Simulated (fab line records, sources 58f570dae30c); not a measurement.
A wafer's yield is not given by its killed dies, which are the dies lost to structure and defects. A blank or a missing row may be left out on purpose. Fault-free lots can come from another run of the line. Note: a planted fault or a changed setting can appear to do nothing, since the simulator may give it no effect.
Chamber matching | flow berkeley cmos170 | 4 sister chambers for UCB170_M3_ETCH_17 on rie diel-01
The step etches BARC in N2/H2. 4 wafers are shown with their chamber, then 7 later ones without.

## WAFERS WITH THEIR CHAMBER
wafer  | chamber | throttle valve pct (%)
L104.2 | 3       | 13.42
L106.5 | 0       | 13.22
L107.5 | 1       | 13.35
L107.6 | 2       | 13.50

## WAFERS WITH NO CHAMBER GIVEN
wafer  | throttle valve pct (%)
L108.1 | 13.35
L108.3 | 13.23
L108.4 | 13.42
L111.2 | 13.22
L111.3 | 13.52
L114.3 | 13.52
L114.6 | 13.20

## WHICH CHAMBER EACH ONE RAN IN
wafer  | from the rows above | in truth
L108.1 | 1                   | 1
L108.3 | 0                   | 0
L108.4 | 3                   | 3
L111.2 | 0                   | 0
L111.3 | 2                   | 2
L114.3 | 2                   | 2
L114.6 | 0                   | 0
7 of 7 placed correctly. Not placeable from these rows: 0. Placed wrongly: 0.
How it was worked out, from the rows above alone: a wafer's distance from a chamber is the root of the sum, over the readings, of the square of ((its reading less the chamber's mean) divided by the reading's scatter). The wafer belongs to the nearest chamber; if the next one is less than 2 further off, it can't be placed. Each chamber's mean is taken over the wafers shown for it. The scatter: root of mean squared gap, hidden wafer to nearest shown wafer, with one shown wafer a chamber.
